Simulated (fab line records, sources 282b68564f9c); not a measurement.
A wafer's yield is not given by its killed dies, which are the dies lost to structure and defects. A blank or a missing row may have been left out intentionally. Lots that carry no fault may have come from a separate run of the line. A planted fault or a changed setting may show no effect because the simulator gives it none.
Comparing a struck lot with a sound one    flow rit_cmos    16 out of 202 route steps
Sound: wafers L984.1, L984.3, L984.4. Wafers L989.2, L989.4, L989.5 were the ones struck. At the end, the cause is stated.
At each step with rows: each side's tool, then ch and its chambers, then its first start. Under that, the readings that differ: sound wafers    struck wafers    difference of the means    sigmas: that difference in standard deviations of wafers without a fault.
alike: a reading whose means differ by less than 2 such deviations, as well as words and numbers matching on both sides. not compared: withheld readings; readings where some wafer has no value; bounds like >300 that might hide an equal value; numbers whose values overlap and for which the record gives no deviation.
The two part at a step that has a row with sigmas, a row that says differs or no value, or rows on one side only. Numbers that have no deviation but don't overlap get no sigmas and don't part them. A reading missing from all wafers of one side parts the sides only when that side holds two or more wafers.

RIT_ACTIVE_BOW_MEAS_00:
  sound on film_metro-04, day 1 20:00; struck on film_metro-04, day 2 21:01
  alike: INCOMING_BOW
then, 1 step without rows for these wafers: RIT_ACTIVE_OXIDATION_01 (target thk 46.8 nm, ox time 3360 s).
RIT_ACTIVE_THK_MEAS_02:
  sound on film_metro-04, day 1 22:03; struck on film_metro-02, day 2 23:04
  alike: ACTIVE_OXIDE_THK
RIT_ACTIVE_CVD_03: deposits Si3N4 from SiH2Cl2/NH3, target thk 150 nm, time 1500 s.
  sound on lpcvd-01 ch 0, day 1 22:07; struck on lpcvd-01 ch 0, day 2 23:07
  alike: susceptor_temp_C
RIT_ACTIVE_THK_MEAS_04:
  sound on film_metro-02, day 1 23:32; struck on film_metro-04, day 3 00:32
reading                  sound              struck             difference  sigmas
ACTIVE_NITRIDE_THK (nm)  149.7 149.7 149.3  118.1 119.1 119.0  -30.8       -26
then, 6 steps without rows for these wafers: RIT_ACTIVE_HMDS_05 (prime time 60 s); RIT_ACTIVE_COAT_06 (resist thk 1000 nm); RIT_ACTIVE_SOFTBAKE_07 (time 60 s); RIT_ACTIVE_EXPOSE_08 (exposes mask M1, target cd 1400 nm); RIT_ACTIVE_PEB_09; RIT_ACTIVE_DEVELOP_10 (develop time 50 s).
RIT_ACTIVE_CD_MEAS_11: the cd target is 1400 nm.
  sound on cd_sem-02, day 2 00:26; struck on cd_sem-02, day 3 01:31
reading     sound                 struck                difference  sigmas
cd_nm (nm)  1395.5 1396.2 1396.4  1402.0 1398.8 1400.4  +4.4        +2
then, 1 step without rows for these wafers: RIT_ACTIVE_HARDBAKE_12 (time 60 s).
RIT_ACTIVE_ETCH_13: etches Si3N4 in SF6, stops on SiO2, time 210 s, target depth 210 nm.
  sound on rie_diel-02 ch 0,1,2, day 2 00:43; struck on rie_diel-02 ch 0,3, day 3 01:46
reading                sound              struck             difference  sigmas
oes_product_au (a.u.)  0.821 0.830 0.819  0.749 0.734 0.727  -0.087      -8
  alike: drypump_motor_current_A, rf_fwd_power_W, throttle_valve_pct
  not compared: rf_hours_counter_h
RIT_ACTIVE_STRIP_14: strips in O2, time 180 s.
  sound on plasma_asher-01 ch 0,1, day 2 00:50; struck on plasma_asher-02 ch 0, day 3 01:53
  alike: drypump_motor_current_A
  not compared: rf_hours_counter_h
RIT_M1_PROBE_99:
  sound on prober-02, day 4 00:26; struck on prober-02, day 4 21:38
  alike: killed_at_contacts, killed_at_front_end, killed_dies, killed_open, killed_short

WHERE THEY PART
At RIT_ACTIVE_THK_MEAS_04 first; at RIT_ACTIVE_ETCH_13 last (within this record only). Later steps at which nothing parts them and some readings are alike: RIT_ACTIVE_STRIP_14, RIT_M1_PROBE_99.

WHY: what the simulator had put in
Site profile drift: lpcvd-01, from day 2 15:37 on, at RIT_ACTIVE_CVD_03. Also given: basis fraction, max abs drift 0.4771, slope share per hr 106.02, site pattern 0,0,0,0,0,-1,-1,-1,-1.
